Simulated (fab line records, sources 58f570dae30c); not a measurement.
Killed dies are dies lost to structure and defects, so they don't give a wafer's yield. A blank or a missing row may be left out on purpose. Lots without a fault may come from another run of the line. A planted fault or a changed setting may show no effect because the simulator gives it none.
Split-lot experiment | flow berkeley_cmos170 | 5 lots, 23 wafers read, on a route of 331 steps

THE SPLIT
At UCB170_FIELD_OXIDATION_01 (target thk 558.3 nm, ox time 7200 s), the setting temp_c was moved away from the recipe's 1000 C on 10 of the 23 wafers read, by -2.3% to +2.3%. The other wafers ran this setting at the recipe's value.

FROM THE SPLIT TO THE READING: what the file shows between them, 9 steps
- UCB170_FIELD_THK_MEAS_02
- UCB170_FIELD_ANNEAL_03: time 1200 s
- UCB170_FIELD_WET_ETCH_04: etches SiO2 in dHF, time 60 s
- UCB170_FIELD_WET_ETCH_05: etches Si3N4 in H3PO4, time 12600 s
- UCB170_FIELD_WET_ETCH_06: etches SiO2 in BOE, time 22 s
- UCB170_FIELD_THK_MEAS_90
- UCB170_PVT_DEVELOP_05: develop time 45 s (also split here: dev_temp_c)
- UCB170_PVT_IMPLANT_07
- UCB170_GATE_WET_ETCH_00: etches SiO2 in dHF, time 200 s

THE READING
FIELD_OXIDE_LEFT_2_THK, in nm, at UCB170_FIELD_THK_MEAS_91. Fault-free wafers of this fab line usually give 355 nm, standard deviation 13 nm.

wafer  | tool, chamber at the split | temp_c as run, C | against the recipe | FIELD_OXIDE_LEFT_2_THK, nm | against lot-mates on the recipe
L079.1 | -, -                       | 1000             | recipe             | 346                        | -
L079.2 | -, -                       | 1000             | recipe             | 347                        | -
L079.3 | -, -                       | 1000             | recipe             | 343                        | -
L079.4 | -, -                       | 1000             | recipe             | 347                        | -
L079.5 | -, -                       | 1000             | recipe             | 346                        | -
L078.1 | -, -                       | 977.2            | -2.3%              | 264                        | no lot-mate on the recipe
L078.3 | -, -                       | 977.2            | -2.3%              | 249                        | no lot-mate on the recipe
L078.4 | -, -                       | 977.2            | -2.3%              | 260                        | no lot-mate on the recipe
L078.5 | -, -                       | 977.2            | -2.3%              | 268                        | no lot-mate on the recipe
L078.6 | -, -                       | 977.2            | -2.3%              | 263                        | no lot-mate on the recipe
L081.2 | -, -                       | 1000             | recipe             | 348                        | -
L081.3 | -, -                       | 1000             | recipe             | 352                        | -
L081.4 | -, -                       | 1000             | recipe             | 352                        | -
L081.5 | -, -                       | 1000             | recipe             | 347                        | -
L081.6 | -, -                       | 1000             | recipe             | 356                        | -
L080.1 | furnace-02, 0              | 1000             | recipe             | 353                        | -
L080.4 | furnace-02, 0              | 1000             | recipe             | 359                        | -
L080.6 | furnace-02, 0              | 1000             | recipe             | 349                        | -
L083.1 | -, -                       | 1023             | +2.3%              | 448                        | no lot-mate on the recipe
L083.3 | -, -                       | 1023             | +2.3%              | 454                        | no lot-mate on the recipe
L083.4 | -, -                       | 1023             | +2.3%              | 447                        | no lot-mate on the recipe
L083.5 | -, -                       | 1023             | +2.3%              | 449                        | no lot-mate on the recipe
L083.6 | -, -                       | 1023             | +2.3%              | 452                        | no lot-mate on the recipe

THE FIT
A straight line over all 23 wafers: FIELD_OXIDE_LEFT_2_THK changes by +41.3 nm for each +1% of temp_c; r = +1.00; the points scatter about the line by 5.6 nm.
Too few moved wafers have a lot-mate on the recipe to fit a line with each lot's own level taken away.

THE WHOLE CHAIN: every reading that the file lists as answering this split, in the file's order
step                      | what it does                        | reading                                                                            | change (the file's fit)              | r (the file's)
UCB170_FIELD_OXIDATION_01 | target thk 558.3 nm, ox time 7200 s | SiO2_of_FIELD_OXIDATION_01.thk_nm (the simulator's own value, which no gauge read) | +42.7 nm for each +1% of the setting | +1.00
UCB170_FIELD_THK_MEAS_02  |                                     | FIELD_OXIDE_THK                                                                    | +42.7 for each +1% of the setting    | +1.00
UCB170_FIELD_WET_ETCH_04  | etches SiO2 in dHF, time 60 s       | SiO2_of_FIELD_OXIDATION_01.thk_nm (the simulator's own value, which no gauge read) | +42.5 nm for each +1% of the setting | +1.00
UCB170_FIELD_THK_MEAS_90  |                                     | FIELD_OXIDE_LEFT_1_THK                                                             | +41.6 for each +1% of the setting    | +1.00
UCB170_FIELD_THK_MEAS_91  |                                     | FIELD_OXIDE_LEFT_2_THK                                                             | +41.3 for each +1% of the setting    | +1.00

THE FILE'S OWN FIT
FIELD_OXIDE_LEFT_2_THK changes by +41.3 nm for each +1% of temp_c, r = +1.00.
